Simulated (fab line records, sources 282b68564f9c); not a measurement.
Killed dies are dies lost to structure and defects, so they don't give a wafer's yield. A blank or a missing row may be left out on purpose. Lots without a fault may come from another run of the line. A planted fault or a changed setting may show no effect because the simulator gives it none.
fab line records | flow rit_cmos | part 2 of 2: steps 30 to 42 of 42
record lots=5 wafers=15 last_day=7
route steps=202 shown PSD@152 SDANNEAL@153 NSD@158 PLDD@159 NLDD@160 SILICIDE@161 CONTACT@168 M1@184
lots that met no fault: from a run of the same line without faults
start_h: hours from the record's first day to the start of the lot's first wafer shown | wait_h: hours since the lot's step before | " the same as in the row above | L1.1+2: a row that stands for several wafers | - no value, or no start given | * or withheld: withheld | < > ~ a bound
route shown NAME@n: a module of which the file shows steps, and the number in the route of the first | usual: mean/standard deviation of fault-free wafers | same: alike in all rows | chamber/n: place in a boat | sites: the reading at each site | _std_site: their standard deviation | _edge_site: outer sites' mean less inner sites' | radius_mm: how far each site lies from the wafer's centre | mask NAME#n: copy n | behind: the tool/chamber that last shaped the wafer | hold: why the lot was held/for how many hours/how that ended | device: the transistor (n, p or np) that didn't switch | end of line: the same wafers' tests at the end of the route | a step without rows: its recipe alone | killed: dies lost to structure and defects at the first sort, not the wafer's yield | map: a wafer's dies, x killed, . not, _ none there
set.NAME: the setting as run; set.NAME@STEP: as run at that earlier step | model.NAME: the simulator's own value behind a step, which no gauge read
lots at some steps of the route; a table a step, a row a wafer
services: from which hour (start_h, from the record's first day; less than 0 if before it) a tool's chamber was out of use, for how many hours, and why
## steps
# step RIT_CONTACT_CD_MEAS_90
# recipe target_cd_nm=1000
# usual cd_nm=1001.0/2.3
# columns lot.wafer tool chamber start_h wait_h cd_nm
L077.3 cd_sem-01 - 79.57 0.1 1001.3
L077.5 " - " " 999.8
L077.6 " - " " 1001.4
L079.2 cd_sem-01 - 84.80 0.1 1001.5
L079.4 " - " " 1000.2
L079.6 " - " " 998.6
L082.2 cd_sem-01 - 102.77 0.1 1001.3
L082.3 " - " " 997.9
L082.5 " - " " 999.4
L085.2 cd_sem-01 - 117.24 0.1 999.6
L085.3 " - " " 1001.8
L085.4 " - " " 998.2
L097.1 cd_sem-02 - 175.01 0.1 1005.0
L097.5 " - " " 1001.0
L097.6 " - " " 1002.2
# step RIT_CONTACT_CLEAN_13
# recipe chemistry=SC1 mix=3:3:50 time_s=600 temp_c=74.5
# columns lot.wafer tool chamber start_h wait_h
L077.3+5+6 wet_bench-01 1 79.65 0.1
L079.2+4+6 wet_bench-02 3 84.90 0.1
L082.2+3+5 wet_bench-01 3 102.87 0.1
L085.2+3+4 wet_bench-03 3 117.34 0.1
L097.1+5+6 wet_bench-03 0 175.13 0.1
# step RIT_CONTACT_CLEAN_14
# recipe chemistry=SC2 mix=3:3:50 time_s=600 temp_c=75 dry=n2_spin
# columns lot.wafer tool chamber start_h wait_h
L077.3+5+6 wet_bench-02 3 80.11 0.0
L079.2+4+6 wet_bench-01 3 85.07 0.0
L082.2+3+5 wet_bench-03 2 103.08 0.0
L085.2+3+4 wet_bench-01 2 117.52 0.0
L097.1+5+6 wet_bench-02 0 175.31 0.0
# step RIT_M1_SPUTTER_00
# recipe material=Al target_thk_nm=400 power_w=2000 chamber_pressure_pa=0.4 gas=Ar time_s=500 substrate_temp_c=25
# usual throttle_valve_pct=30.1/1.2
# columns lot.wafer tool chamber start_h wait_h throttle_valve_pct
L077.3 pvd_sputter-02 - 80.28 0.0 31.9
L077.5 " - " " 30.4
L077.6 " - " " 27.5
L079.2 pvd_sputter-02 - 85.30 0.0 30.3
L079.4 " - " " 27.3
L079.6 " - " " 32.4
L082.2 pvd_sputter-01 - 103.26 0.0 30.2
L082.3 " - " " 30.7
L082.5 " - " " 29.4
L085.2 pvd_sputter-04 - 117.73 0.0 31.4
L085.3 " - " " 30.3
L085.4 " - " " 28.1
L097.1 pvd_sputter-04 - 175.48 0.0 30.4
L097.5 " - " " 30.8
L097.6 " - " " 31.5
# step RIT_M1_RS_MEAS_01
# recipe thk_meas_gauge=four-point-probe reads=Al_of_M1_SPUTTER_00
# usual M1_AL_RS=0.0740/0.00078
# columns lot.wafer tool chamber start_h wait_h M1_AL_RS[ohm/sq]
L077.3 film_metro-03 - 80.62 0.2 0.0733
L077.5 " - " " 0.0738
L077.6 " - " " 0.0740
L079.2 film_metro-03 - 85.61 0.2 0.0739
L079.4 " - " " 0.0750
L079.6 " - " " 0.0743
L082.2 film_metro-03 - 103.57 0.2 0.0741
L082.3 " - " " 0.0734
L082.5 " - " " 0.0728
L085.2 film_metro-03 - 118.04 0.2 0.0735
L085.3 " - " " 0.0740
L085.4 " - " " 0.0756
L097.1 film_metro-02 - 175.78 0.1 0.0735
L097.5 " - " " 0.0742
L097.6 " - " " 0.0736
# step RIT_M1_THK_MEAS_02
# recipe thk_meas_gauge=xrf reads=Al_of_M1_SPUTTER_00
# usual M1_AL_THK=398/4.3
# columns lot.wafer tool chamber start_h wait_h M1_AL_THK[nm]
L077.3 film_metro-03 - 80.72 0.1 404
L077.5 " - " " 399
L077.6 " - " " 399
L079.2 film_metro-03 - 85.72 0.1 398
L079.4 " - " " 396
L079.6 " - " " 398
L082.2 film_metro-03 - 103.68 0.1 396
L082.3 " - " " 398
L082.5 " - " " 404
L085.2 film_metro-03 - 118.15 0.1 400
L085.3 " - " " 394
L085.4 " - " " 388
L097.1 film_metro-02 - 175.90 0.1 397
L097.5 " - " " 396
L097.6 " - " " 395
# step RIT_M1_HMDS_03
# recipe prime_time_s=60 prime_temp_c=140
# columns lot.wafer tool chamber start_h wait_h
L077.3+5+6 litho_track-03 0 80.81 0.1
L079.2+4+6 litho_track-04 0 85.80 0.1
L082.2+3+5 litho_track-01 0 103.76 0.1
L085.2+3+4 litho_track-03 0 118.34 0.2
L097.1+5+6 litho_track-01 0 175.96 0.1
# step RIT_M1_COAT_04
# recipe resist=NOVOLAK spin_rpm=2000 resist_thk_nm=1300
# columns lot.wafer tool chamber start_h wait_h
L077.3+5+6 litho_track-03 0 80.96 0.1
L079.2+4+6 litho_track-04 0 85.95 0.1
L082.2+3+5 litho_track-01 0 103.91 0.1
L085.2+3+4 litho_track-03 0 118.49 0.1
L097.1+5+6 litho_track-01 0 176.11 0.1
# step RIT_M1_SOFTBAKE_05
# recipe resist=NOVOLAK temp_c=90 time_s=60
# usual plate_temp_C=90.01/0.12
# columns lot.wafer tool chamber start_h wait_h plate_temp_C
L077.3 litho_track-03 0 81.11 0.1 90.08
L077.5 " 0 " " 89.89
L077.6 " 0 " " 89.96
L079.2 litho_track-04 0 86.10 0.1 89.97
L079.4 " 0 " " 90.04
L079.6 " 0 " " 90.03
L082.2 litho_track-01 0 104.06 0.1 89.87
L082.3 " 0 " " 90.02
L082.5 " 0 " " 90.16
L085.2 litho_track-03 0 118.64 0.1 89.77
L085.3 " 0 " " 89.86
L085.4 " 0 " " 89.91
L097.1 litho_track-01 0 176.26 0.1 89.96
L097.5 " 0 " " 90.05
L097.6 " 0 " " 90.19
# step RIT_M1_EXPOSE_06
# recipe mask_id=M12 na=0.6 source_shape=conventional sigma_outer=0.5 target_cd_nm=2600 dose_mj=250
# usual stage_vel_mm_s=499.99/0.24
# columns lot.wafer tool chamber start_h wait_h mask stage_vel_mm_s
L077.3 iline_stepper-02 0 81.37 0.2 M12#0 499.93
L077.5 " 0 " " M12#0 500.04
L077.6 " 0 " " M12#0 499.99
L079.2 iline_stepper-01 0 86.24 0.1 M12#0 500.15
L079.4 " 0 " " M12#0 500.27
L079.6 " 0 " " M12#0 500.20
L082.2 iline_stepper-01 0 104.33 0.2 M12#0 500.11
L082.3 " 0 " " M12#0 499.86
L082.5 " 0 " " M12#0 499.95
L085.2 iline_stepper-01 0 118.79 0.1 M12#0 500.25
L085.3 " 0 " " M12#0 500.09
L085.4 " 0 " " M12#0 500.05
L097.1 iline_stepper-01 0 176.41 0.1 M12#0 499.78
L097.5 " 0 " " M12#0 500.23
L097.6 " 0 " " M12#0 500.11
# step RIT_M1_PEB_07
# recipe resist=NOVOLAK temp_c=withheld time_s=withheld
# columns lot.wafer tool chamber start_h wait_h
L077.3+5+6 litho_track-03 0 81.50 0.1
L079.2+4+6 litho_track-01 0 86.37 0.1
L082.2+3+5 litho_track-01 0 104.45 0.1
L085.2+3+4 litho_track-04 0 118.95 0.1
L097.1+5+6 litho_track-01 0 176.53 0.1
# step RIT_M1_DEVELOP_08
# recipe resist=NOVOLAK develop_time_s=68 dev_temp_c=23
# columns lot.wafer tool chamber start_h wait_h
L077.3+5+6 litho_track-03 0 - -
L079.2+4+6 litho_track-01 0 - -
L082.2+3+5 litho_track-01 0 - -
L085.2+3+4 litho_track-04 0 - -
L097.1+5+6 litho_track-01 0 - -
# step RIT_M1_CD_MEAS_09
# recipe target_cd_nm=2600
# usual cd_nm=2600.3/2.9
# columns lot.wafer tool chamber start_h wait_h cd_nm
L077.3 cd_sem-01 - 81.80 - 2597.9
L077.5 " - " " 2597.3
L077.6 " - " " 2598.5
L079.2 cd_sem-02 - 86.67 - 2597.3
L079.4 " - " " 2596.0
L079.6 " - " " 2597.8
L082.2 cd_sem-01 - 104.76 - 2601.2
L082.3 " - " " 2599.0
L082.5 " - " " 2600.4
L085.2 cd_sem-02 - 119.25 - 2598.5
L085.3 " - " " 2596.4
L085.4 " - " " 2599.8
L097.1 cd_sem-01 - 176.84 - 2603.3
L097.5 " - " " 2603.3
L097.6 " - " " 2601.2
## services
# columns tool chamber start_h hours kind
pvd_sputter-02 - 55.32 1.1 repair
rie_diel-01 1 57.88 3.0 repair
iline_stepper-01 - 58.23 2.1 pm
pvd_sputter-03 - 67.15 2.3 repair
pvd_sputter-01 - 72.13 2.8 repair
pvd_sputter-04 - 72.92 2.5 repair
rie_diel-01 - 73.33 0.3 repair
rie_diel-01 0 73.67 9.9 repair
pvd_sputter-02 - 74.57 2.5 repair
pecvd-02 - 77.47 0.3 repair
pecvd-04 2 82.32 15.6 repair
plasma_asher-04 - 86.48 2.8 pm
rie_diel-01 0 93.09 1.9 repair
rie_diel-03 3 97.72 26.2 repair
iline_stepper-01 - 105.38 7.3 repair
rie_diel-01 - 110.66 0.4 repair
wet_bench-01 - 111.15 4.4 pm
pecvd-02 1 114.88 9.0 repair
plasma_asher-01 - 114.96 0.6 repair
iline_stepper-02 - 116.02 1.0 repair
wet_bench-03 - 117.86 1.9 pm
rie_diel-03 - 134.61 2.8 pm
rie_diel-01 1 137.16 9.8 repair
rie_diel-01 0 144.17 3.2 repair
